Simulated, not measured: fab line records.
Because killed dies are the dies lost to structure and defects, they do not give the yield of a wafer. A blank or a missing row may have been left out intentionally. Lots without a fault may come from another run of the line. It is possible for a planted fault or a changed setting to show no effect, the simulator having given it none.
fab line records + flow ritCmos
record
- lots=14
- wafers=42
- lastDay=7
route steps=202 shown NSD@139
lots that met no fault: taken from a fault-free run of the same line
startH: hours from the record's opening day to when the first of the lot's shown wafers began + waitH: how many hours have passed since the lot's step before this one + " repeats the value in the row above + L1.1+2: a row that stands for several wafers + - no value, or no start given + * or withheld: withheld + < > ~ a bound
route shown NAME@n: a module of which the file shows steps, and the number in the route of the first + usual: mean/standard deviation taken from wafers without a fault + same: alike in all rows + chamber/n: place in a boat + sites: per-site readings + _std_site: standard deviation across them + _edge_site: mean of outer sites minus mean of inner sites + radiusMm: how far each site lies from the wafer's centre + mask NAME#n: copy n + behind: the most recent tool/chamber to have shaped the wafer + hold: cause of the lot's hold/its duration in hours/its outcome + device: whichever transistor did not switch (one of n, p or np) + end of line: the tests these same wafers got at the end of their route + a step given without rows: its recipe and nothing more + killed: at the first sort, the dies lost to defects and structure; wafer yield is something else + map: shows each die of a wafer: x if killed, . if not, _ if none is there
set.NAME: setting as actually run; set.NAME@STEP: the setting as run at that earlier step + model.NAME: the simulator's own value behind a step, which no gauge read
route steps across a sampled set of lots; one table per step, one row per wafer
services: a tool's chamber out of use, with start hour (startH, from the record's first day; less than 0 if before it), hours out, and reason
## steps
# step RIT_NSD_IMPLANT_08
# recipe
- species=P
- energyKev=25
- doseCm2=1e+15
- tiltDeg=7
# usual
- beamEnergyKeV=24.999/0.0078
- tiltDeg=7.001/0.021
| lot.wafer | tool         | chamber | startH | waitH | beamEnergyKeV | tiltDeg |
|-----------|--------------|---------|--------|-------|---------------|---------|
| L610.2    | implanter-04 | 0       | 52.51  | 0.1   | 25.007        | 7.041   |
| L610.4    | "            | 0       | "      | "     | 24.999        | 7.051   |
| L610.6    | "            | 0       | "      | "     | 25.001        | 7.009   |
| L611.1    | implanter-02 | 0       | 56.27  | 0.1   | 25.001        | 7.002   |
| L611.3    | "            | 0       | "      | "     | 24.993        | 6.991   |
| L611.4    | "            | 0       | "      | "     | 25.009        | 7.016   |
| L612.3    | implanter-04 | 0       | 63.40  | 0.1   | 24.998        | 6.989   |
| L612.5    | "            | 0       | "      | "     | 24.993        | 6.995   |
| L612.6    | "            | 0       | "      | "     | 25.004        | 7.027   |
| L613.3    | implanter-02 | 0       | 65.23  | 0.1   | 25.001        | 7.019   |
| L613.4    | "            | 0       | "      | "     | 24.989        | 7.019   |
| L613.5    | "            | 0       | "      | "     | 24.997        | 7.009   |
| L614.2    | implanter-02 | 0       | 70.29  | 0.1   | 25.013        | 6.971   |
| L614.3    | "            | 0       | "      | "     | 25.006        | 6.971   |
| L614.5    | "            | 0       | "      | "     | 24.997        | 6.986   |
| L615.3    | implanter-02 | 0       | 75.06  | 0.1   | 25.016        | 6.978   |
| L615.5    | "            | 0       | "      | "     | 25.011        | 6.982   |
| L615.6    | "            | 0       | "      | "     | 25.002        | 6.994   |
| L621.1    | implanter-02 | 0       | 106.18 | 0.1   | 20.511        | 6.997   |
| L621.4    | "            | 0       | "      | "     | 20.503        | 6.998   |
| L621.5    | "            | 0       | "      | "     | 20.507        | 6.984   |
| L622.1    | implanter-02 | 0       | 109.81 | 0.1   | 20.478        | 6.999   |
| L622.2    | "            | 0       | "      | "     | 20.489        | 7.045   |
| L622.5    | "            | 0       | "      | "     | 20.503        | 7.024   |
| L625.2    | implanter-04 | 0       | 132.83 | 0.1   | 25.000        | 7.031   |
| L625.3    | "            | 0       | "      | "     | 24.990        | 6.996   |
| L625.4    | "            | 0       | "      | "     | 25.012        | 7.004   |
| L626.1    | implanter-04 | 0       | 138.31 | 0.1   | 25.002        | 6.996   |
| L626.2    | "            | 0       | "      | "     | 25.015        | 6.989   |
| L626.5    | "            | 0       | "      | "     | 25.022        | 6.985   |
| L628.2    | implanter-04 | 0       | 142.72 | 0.1   | 24.996        | 7.014   |
| L628.4    | "            | 0       | "      | "     | 24.989        | 7.012   |
| L628.5    | "            | 0       | "      | "     | 24.994        | 7.001   |
| L629.2    | implanter-01 | 0       | 156.34 | 0.1   | 24.994        | 6.988   |
| L629.3    | "            | 0       | "      | "     | 24.995        | 7.010   |
| L629.5    | "            | 0       | "      | "     | 25.002        | 7.047   |
| L632.1    | implanter-04 | 0       | 164.90 | 0.1   | 25.000        | 6.991   |
| L632.5    | "            | 0       | "      | "     | 25.005        | 6.967   |
| L632.6    | "            | 0       | "      | "     | 25.001        | 7.008   |
| L633.1    | implanter-04 | 0       | 169.07 | 0.1   | 25.002        | 6.996   |
| L633.2    | "            | 0       | "      | "     | 25.002        | 7.010   |
| L633.6    | "            | 0       | "      | "     | 24.997        | 6.999   |
# step RIT_NSD_TW_MEAS_10
# usual
- NSD_TW=3101/31
| lot.wafer | tool         | chamber | startH | waitH | NSD_TW |
|-----------|--------------|---------|--------|-------|--------|
| L610.2    | filmMetro-02 | -       | 52.82  | 0.1   | 3101   |
| L610.4    | "            | -       | "      | "     | 3092   |
| L610.6    | "            | -       | "      | "     | 3103   |
| L611.1    | filmMetro-02 | -       | 56.59  | 0.1   | 3100   |
| L611.3    | "            | -       | "      | "     | 3094   |
| L611.4    | "            | -       | "      | "     | 3095   |
| L612.3    | filmMetro-01 | -       | 63.70  | 0.1   | 3076   |
| L612.5    | "            | -       | "      | "     | 3066   |
| L612.6    | "            | -       | "      | "     | 3071   |
| L613.3    | filmMetro-04 | -       | 65.52  | 0.1   | 3115   |
| L613.4    | "            | -       | "      | "     | 3118   |
| L613.5    | "            | -       | "      | "     | 3125   |
| L614.2    | filmMetro-04 | -       | 70.60  | 0.1   | 3115   |
| L614.3    | "            | -       | "      | "     | 3130   |
| L614.5    | "            | -       | "      | "     | 3128   |
| L615.3    | filmMetro-04 | -       | 75.35  | 0.1   | 3132   |
| L615.5    | "            | -       | "      | "     | 3151   |
| L615.6    | "            | -       | "      | "     | 3144   |
| L621.1    | filmMetro-04 | -       | 106.50 | 0.1   | 2956   |
| L621.4    | "            | -       | "      | "     | 2968   |
| L621.5    | "            | -       | "      | "     | 2978   |
| L622.1    | filmMetro-01 | -       | 110.14 | 0.1   | 2898   |
| L622.2    | "            | -       | "      | "     | 2894   |
| L622.5    | "            | -       | "      | "     | 2902   |
| L625.2    | filmMetro-01 | -       | 133.14 | 0.1   | 3062   |
| L625.3    | "            | -       | "      | "     | 3068   |
| L625.4    | "            | -       | "      | "     | 3058   |
| L626.1    | filmMetro-02 | -       | 138.64 | 0.1   | 3080   |
| L626.2    | "            | -       | "      | "     | 3082   |
| L626.5    | "            | -       | "      | "     | 3092   |
| L628.2    | filmMetro-01 | -       | 143.03 | 0.1   | 3082   |
| L628.4    | "            | -       | "      | "     | 3059   |
| L628.5    | "            | -       | "      | "     | 3072   |
| L629.2    | filmMetro-02 | -       | 156.65 | 0.1   | 3099   |
| L629.3    | "            | -       | "      | "     | 3098   |
| L629.5    | "            | -       | "      | "     | 3089   |
| L632.1    | filmMetro-02 | -       | 165.22 | 0.1   | 3105   |
| L632.5    | "            | -       | "      | "     | 3090   |
| L632.6    | "            | -       | "      | "     | 3105   |
| L633.1    | filmMetro-04 | -       | 169.40 | 0.1   | 3160   |
| L633.2    | "            | -       | "      | "     | 3150   |
| L633.6    | "            | -       | "      | "     | 3143   |
# step RIT_SDANNEAL_RS_MEAS_05
# recipe
- thkMeasGauge=four-point-probe
# usual
- NSD_RS=84.6/0.31
| lot.wafer | tool         | chamber | startH | waitH | NSD_RS[ohm/sq] |
|-----------|--------------|---------|--------|-------|----------------|
| L610.2    | filmMetro-04 | -       | 54.99  | 0.1   | 84.4           |
| L610.4    | "            | -       | "      | "     | 84.2           |
| L610.6    | "            | -       | "      | "     | 84.3           |
| L611.1    | filmMetro-02 | -       | 59.08  | 0.1   | 84.4           |
| L611.3    | "            | -       | "      | "     | 84.5           |
| L611.4    | "            | -       | "      | "     | 84.3           |
| L612.3    | filmMetro-02 | -       | 66.39  | 0.1   | 84.8           |
| L612.5    | "            | -       | "      | "     | 84.7           |
| L612.6    | "            | -       | "      | "     | 84.4           |
| L613.3    | filmMetro-02 | -       | 67.69  | 0.1   | 84.8           |
| L613.4    | "            | -       | "      | "     | 85.1           |
| L613.5    | "            | -       | "      | "     | 84.7           |
| L614.2    | filmMetro-02 | -       | 72.63  | 0.1   | 84.5           |
| L614.3    | "            | -       | "      | "     | 84.6           |
| L614.5    | "            | -       | "      | "     | 84.7           |
| L615.3    | filmMetro-01 | -       | 77.52  | 0.1   | 84.4           |
| L615.5    | "            | -       | "      | "     | 84.2           |
| L615.6    | "            | -       | "      | "     | 84.6           |
| L621.1    | filmMetro-02 | -       | 108.53 | 0.1   | 86.7           |
| L621.4    | "            | -       | "      | "     | 86.7           |
| L621.5    | "            | -       | "      | "     | 86.8           |
| L622.1    | filmMetro-01 | -       | 112.16 | 0.1   | 87.0           |
| L622.2    | "            | -       | "      | "     | 86.8           |
| L622.5    | "            | -       | "      | "     | 86.7           |
| L625.2    | filmMetro-02 | -       | 135.32 | 0.1   | 85.0           |
| L625.3    | "            | -       | "      | "     | 84.8           |
| L625.4    | "            | -       | "      | "     | 85.0           |
| L626.1    | filmMetro-01 | -       | 140.79 | 0.1   | 84.5           |
| L626.2    | "            | -       | "      | "     | 84.8           |
| L626.5    | "            | -       | "      | "     | 84.6           |
| L628.2    | filmMetro-04 | -       | 145.21 | 0.1   | 84.8           |
| L628.4    | "            | -       | "      | "     | 84.8           |
| L628.5    | "            | -       | "      | "     | 84.4           |
| L629.2    | filmMetro-02 | -       | 158.69 | 0.1   | 84.8           |
| L629.3    | "            | -       | "      | "     | 84.8           |
| L629.5    | "            | -       | "      | "     | 84.6           |
| L632.1    | filmMetro-01 | -       | 167.28 | 0.1   | 84.3           |
| L632.5    | "            | -       | "      | "     | 84.1           |
| L632.6    | "            | -       | "      | "     | 84.3           |
| L633.1    | filmMetro-01 | -       | 171.46 | 0.1   | 84.6           |
| L633.2    | "            | -       | "      | "     | 84.4           |
| L633.6    | "            | -       | "      | "     | 84.6           |
## services
| tool         | chamber | startH | hours | kind   |
|--------------|---------|--------|-------|--------|
| implanter-04 | -       | 40.73  | 2.8   | repair |
| implanter-02 | -       | 106.58 | 0.5   | repair |
| implanter-04 | -       | 134.25 | 1.2   | repair |
## key
firstSign
- step=RIT_NSD_IMPLANT_08
- reading=beamEnergyKeV
- direction=down
- sigmas=99+
- usual=24.999
- struck=20.499
effect
- step=RIT_NSD_TW_MEAS_10
- reading=NSD_TW
- direction=down
- sigmas=5.4
- usual=3101
- struck=2933
effect
- step=RIT_SDANNEAL_RS_MEAS_05
- reading=NSD_RS
- direction=up
- sigmas=7.2
- usual=84.6
- struck=86.8
metAt RIT_NSD_IMPLANT_08
struckLots L621,L622
testerLeftOut L621,L622
onsetBetween 75.06 106.18
fault
- kind=processParameterDrift
- tool=implanter-02
- chamber=-
- onsetH=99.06
- steps=RIT_NSD_IMPLANT_08
- channel=energyKev
- offset=-4.5
- shape=step
- endH=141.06
- actsIn=theseRecipesOnly
- stated=25
# testerLeftOut: of these lots the tester's yield and bins aren't shown, on N5 and GAA mostly nor the transistor test; their killed dies are dies lost to structure and defects alone, not to doping, threshold or leakage, so they don't give the yield
